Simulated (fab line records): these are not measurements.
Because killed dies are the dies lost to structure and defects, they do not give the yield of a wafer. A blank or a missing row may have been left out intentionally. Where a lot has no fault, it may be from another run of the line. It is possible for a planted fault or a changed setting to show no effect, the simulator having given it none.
Which tool did it? :: flow rit_cmos :: 42 wafers from 14 lots sampled at 2 of the route's 202 steps

WHAT THE GAUGES SHOWED, per wafer
RIT_ACTIVE_CD_MEAS_11: target cd 1400 nm.
lot: L692
measured: day 1 15:18
on: cd_sem-02
cd_nm (nm): 1396.9 1397.3 1397.0

lot: L694
measured: day 2 02:50
on: cd_sem-02
cd_nm (nm): 1399.4 1398.9 1399.2

lot: L695
measured: day 2 05:37
on: cd_sem-01
cd_nm (nm): 1400.8 1401.6 1400.5

lot: L696
measured: day 2 10:26
on: cd_sem-02
cd_nm (nm): 1400.3 1402.0 1401.3

lot: L697
measured: day 2 15:35
on: cd_sem-01
cd_nm (nm): 1398.1 1398.1 1398.9

lot: L698
measured: day 2 20:29
on: cd_sem-02
cd_nm (nm): 1398.7 1398.4 1395.9

lot: L700
measured: day 3 06:34
on: cd_sem-02
cd_nm (nm): 1400.2 1400.0 1399.6

lot: L701
measured: day 3 11:34
on: cd_sem-01
cd_nm (nm): 1395.9 1395.5 1397.1

lot: L702
measured: day 3 16:34
on: cd_sem-01
cd_nm (nm): 1395.8 1394.4 1396.1

lot: L704
measured: day 4 02:26
on: cd_sem-02
cd_nm (nm): 1400.1 1400.2 1401.1

lot: L709
measured: day 5 03:34
on: cd_sem-01
cd_nm (nm): 1397.8 1398.4 1401.6

lot: L710
measured: day 5 08:28
on: cd_sem-01
cd_nm (nm): 1409.5 1408.3 1410.5

lot: L714
measured: day 6 04:35
on: cd_sem-02
cd_nm (nm): 1405.6 1406.0 1403.9

lot: L715
measured: day 6 09:28
on: cd_sem-02
cd_nm (nm): 1398.2 1396.2 1396.7

EACH LOT AND THE TOOL THAT RAN IT (in order: tool; ch and the chambers of the sampled wafers; start)
lot: L692
RIT_ACTIVE_DEVELOP_10: litho_track-03 ch 0, day 1 15:00

lot: L694
RIT_ACTIVE_DEVELOP_10: litho_track-01 ch 0, day 2 02:00

lot: L695
RIT_ACTIVE_DEVELOP_10: litho_track-03 ch 0, day 2 05:00

lot: L696
RIT_ACTIVE_DEVELOP_10: litho_track-01 ch 0, day 2 10:00

lot: L697
RIT_ACTIVE_DEVELOP_10: litho_track-02 ch 0, day 2 15:00

lot: L698
RIT_ACTIVE_DEVELOP_10: litho_track-03 ch 0, day 2 20:00

lot: L700
RIT_ACTIVE_DEVELOP_10: litho_track-01 ch 0, day 3 06:00

lot: L701
RIT_ACTIVE_DEVELOP_10: litho_track-01 ch 0, day 3 11:00

lot: L702
RIT_ACTIVE_DEVELOP_10: litho_track-02 ch 0, day 3 16:00

lot: L704
RIT_ACTIVE_DEVELOP_10: litho_track-01 ch 0, day 4 02:00

lot: L709
RIT_ACTIVE_DEVELOP_10: litho_track-01 ch 0, day 5 03:00

lot: L710
RIT_ACTIVE_DEVELOP_10: litho_track-02 ch 0, day 5 08:00

lot: L714
RIT_ACTIVE_DEVELOP_10: litho_track-02 ch 0, day 6 04:00

lot: L715
RIT_ACTIVE_DEVELOP_10: litho_track-01 ch 0, day 6 09:00
- RIT_ACTIVE_DEVELOP_10: develop time 50 s.

WHAT THE TOOLS THEMSELVES READ (means of the sampled wafers that have a number; where no wafer has one, the mark that the record gives instead)
RIT_ACTIVE_DEVELOP_10.
lot: L692
tool: litho_track-03
developer_temp_C (C): 22.88

lot: L694
tool: litho_track-01
developer_temp_C (C): 22.88

lot: L695
tool: litho_track-03
developer_temp_C (C): 22.88

lot: L696
tool: litho_track-01
developer_temp_C (C): 22.95

lot: L697
tool: litho_track-02
developer_temp_C (C): 23.08

lot: L698
tool: litho_track-03
developer_temp_C (C): 23.00

lot: L700
tool: litho_track-01
developer_temp_C (C): 23.09

lot: L701
tool: litho_track-01
developer_temp_C (C): 22.99

lot: L702
tool: litho_track-02
developer_temp_C (C): 23.04

lot: L704
tool: litho_track-01
developer_temp_C (C): 23.02

lot: L709
tool: litho_track-01
developer_temp_C (C): 22.98

lot: L710
tool: litho_track-02
developer_temp_C (C): 25.27

lot: L714
tool: litho_track-02
developer_temp_C (C): 25.29

lot: L715
tool: litho_track-01
developer_temp_C (C): 22.84

THE ANSWER, worked out from the rows above alone
Rule: usual is defined by the lots themselves. The widest of any qualifying gaps counts: lots, ordered by their means at a reading, are off when they make up no more than a third of the lots, leave a main group of 4 or more, and stand apart from it by 3 or more times the standard deviation of that group's means. If all means in a main group match to the digits the tables above print for the reading, that group is not used. A lot without any number at a reading at which 4 lots or more have one is off too. Any other lot the step has rows for is counted as sound. After the gauges, taken in route order, come the tools' own readings; for these a lot's mean is taken, as printed above. The first step at which some lot is off is used, and at that step the reading that is off furthest; a lot without a number counts as furthest.
Off: L710, L714, at RIT_ACTIVE_DEVELOP_10 (developer_temp_C). Mean 22.97 C and standard deviation 0.08 in the main group.
A tool fits if, at that step or a process step before it, it ran every lot that is off, and no sound lot after the first of them. One candidate fits, namely litho_track-02 at RIT_ACTIVE_DEVELOP_10. A fault onset in the window from L702 (day 3 16:00, its last sound lot) to L710 (day 5 08:00, its first lot off) fits.
The tool's own readings at RIT_ACTIVE_DEVELOP_10 bear it out: on the lots that are off they differ by more than 5 times the standard deviation of the sound lots' means. developer_temp_C reads 25.28 C there against 22.97 C on the sound lots.

WHAT THE SIMULATOR HAD PUT IN
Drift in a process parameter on litho_track-02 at RIT_ACTIVE_DEVELOP_10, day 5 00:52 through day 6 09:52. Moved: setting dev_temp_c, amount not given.
Lots struck among those shown: L710, L714. The rule above found the same.
